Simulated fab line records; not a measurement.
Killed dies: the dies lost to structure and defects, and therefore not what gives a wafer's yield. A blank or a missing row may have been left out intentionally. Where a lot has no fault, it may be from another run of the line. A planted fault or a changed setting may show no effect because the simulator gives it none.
A lot that was struck, set against a sound lot | flow berkeley-cmos170 | 23 out of 331 route steps
Sound: the wafers L360.3, L360.4, L360.6. Wafers L375.4, L375.5, L375.6 were the ones struck. At the end, the cause is stated.
Each step with rows lists, per side, the tool, then ch with its chambers, then its first start. Under that, the readings that differ: sound wafers | struck wafers | difference of the means | sigmas: that difference in standard deviations of wafers without a fault.
alike: readings whose means differ by less than 2 such deviations, and words and numbers that are the same on both sides. not compared: withheld readings, readings that some wafer has no value for, bounds like >300 that may hide the same value, and numbers for which the record gives no deviation and whose values overlap.
A row with sigmas, a row that says differs or no value, or rows on one side alone: a step with any of these is where the two part. Numbers that don't overlap but have no deviation are shown without sigmas and don't part them. A reading that every wafer of one side lacks parts them only if that side has two wafers or more.

UCB170_NLDD_CD_MEAS_06 targets a cd of 1200 nm.
  struck on cd-sem-02, day 10 22:04; sound on cd-sem-02, day 7 10:19
  alike: cd-nm
UCB170_NLDD_OVL_MEAS_07:
  struck on overlay-02, day 10 22:08; sound on overlay-01, day 7 10:25
  alike: NLDD_OVL
then, 2 steps without rows for these wafers: UCB170_NLDD_IMPLANT_08; UCB170_NLDD_IMPLANT_09.
UCB170_NLDD_STRIP_10: strips in O2.
  sound on plasma-asher-03 ch 0,1, day 7 10:46; struck on plasma-asher-04 ch 0,1, day 10 22:29
  alike: drypump-motor-current-A, oes-product-au, strip-time-to-endpoint-s
  not compared: rf-hours-counter-h
UCB170_NLDD_TW_MEAS_11:
  struck on film-metro-03, day 10 22:35; sound on film-metro-01, day 7 10:51
  alike: NLDD_TW
then, 1 step without rows for these wafers: UCB170_NLDD_CLEAN_12 (cleans in SPM, time 600 s).
UCB170_SPACER_CVD_00: deposits SiO2 from TEOS/O2, target thk 376 nm, time 47 s.
  sound on pecvd-01 ch 1,2, day 7 12:04; struck on pecvd-02 ch 0,1,2, day 10 22:58
  alike: heater-power-w
UCB170_SPACER_THK_MEAS_01:
  struck on film-metro-03, day 10 23:01; sound on film-metro-03, day 7 12:08
  alike: SPACER_TEOS_THK
then, 1 step without rows for these wafers: UCB170_SPACER_ANNEAL_02 (time 1800 s).
UCB170_SPACER_ETCHBACK_03: etches SiO2 in CHF3/CF4/Ar, stops on Si, target depth 376 nm, time 100 s.
  sound on rie-diel-02 ch 2,3, day 7 16:49; struck on rie-diel-02 ch 0,2,3, day 11 02:55
  alike: drypump-motor-current-A, oes-product-au, throttle-valve-pct
  not compared: rf-hours-counter-h
then, 1 step without rows for these wafers: UCB170_PSD_HMDS_00 (prime time 60 s).
UCB170_PSD_COAT_01: resist thk 900 nm.
  sound on litho-track-02 ch 0, day 7 17:05; struck on litho-track-02 ch 0, day 11 03:13
  reading                              | sound             | struck            | difference | sigmas
  model.KrF_of_PSD_COAT_01.thk-nm (nm) | 902.1 903.9 902.7 | 855.3 854.2 854.1 | -48.4      |
then, 3 steps without rows for these wafers: UCB170_PSD_SOFTBAKE_02 (time 60 s); UCB170_PSD_EXPOSE_03 (exposes mask PSELECT MOD, target cd 1200 nm); UCB170_PSD_PEB_04.
UCB170_PSD_DEVELOP_05: develop time 45 s.
  sound on litho-track-01 ch 0; struck on litho-track-03 ch 0
  reading                              | sound             | struck          | difference | sigmas
  model.KrF_of_PSD_COAT_01.thk-nm (nm) | 887.9 889.7 888.5 | 841.1 840 839.9 | -48.4      |
UCB170_PSD_CD_MEAS_06 targets a cd of 1200 nm.
  struck on cd-sem-02, day 11 03:53; sound on cd-sem-02, day 7 17:49
  alike: cd-nm
UCB170_PSD_OVL_MEAS_07:
  struck on overlay-02, day 11 03:58; sound on overlay-02, day 7 17:55
  alike: PSD_OVL
next, for these wafers, 1 step has no rows: UCB170_PSD_IMPLANT_08.
UCB170_PSD_STRIP_09: strips in O2.
  sound on plasma-asher-03 ch 0,1, day 7 18:07; struck on plasma-asher-04 ch 0,1, day 11 04:10
  reading                      | sound             | struck            | difference | sigmas
  oes-product-au (a.u.)        | 0.603 0.598 0.597 | 0.589 0.591 0.587 | -0.010     | -2
  strip-time-to-endpoint-s (s) | 29.48 29.49 29.47 | 28.26 28.27 28.29 | -1.21      | -17
  alike: drypump-motor-current-A
  not compared: rf-hours-counter-h
UCB170_PSD_TW_MEAS_10:
  struck on film-metro-01, day 11 04:16; sound on film-metro-02, day 7 18:12
  alike: PSD_TW
next, for these wafers, 1 step has no rows: UCB170_M3_PROBE_99.

## WHERE THEY PART
At UCB170_PSD_STRIP_09 and nowhere else, as far as this record goes. Later steps at which nothing parts them and some readings are alike: UCB170_PSD_TW_MEAS_10.

WHY: what the simulator had put in
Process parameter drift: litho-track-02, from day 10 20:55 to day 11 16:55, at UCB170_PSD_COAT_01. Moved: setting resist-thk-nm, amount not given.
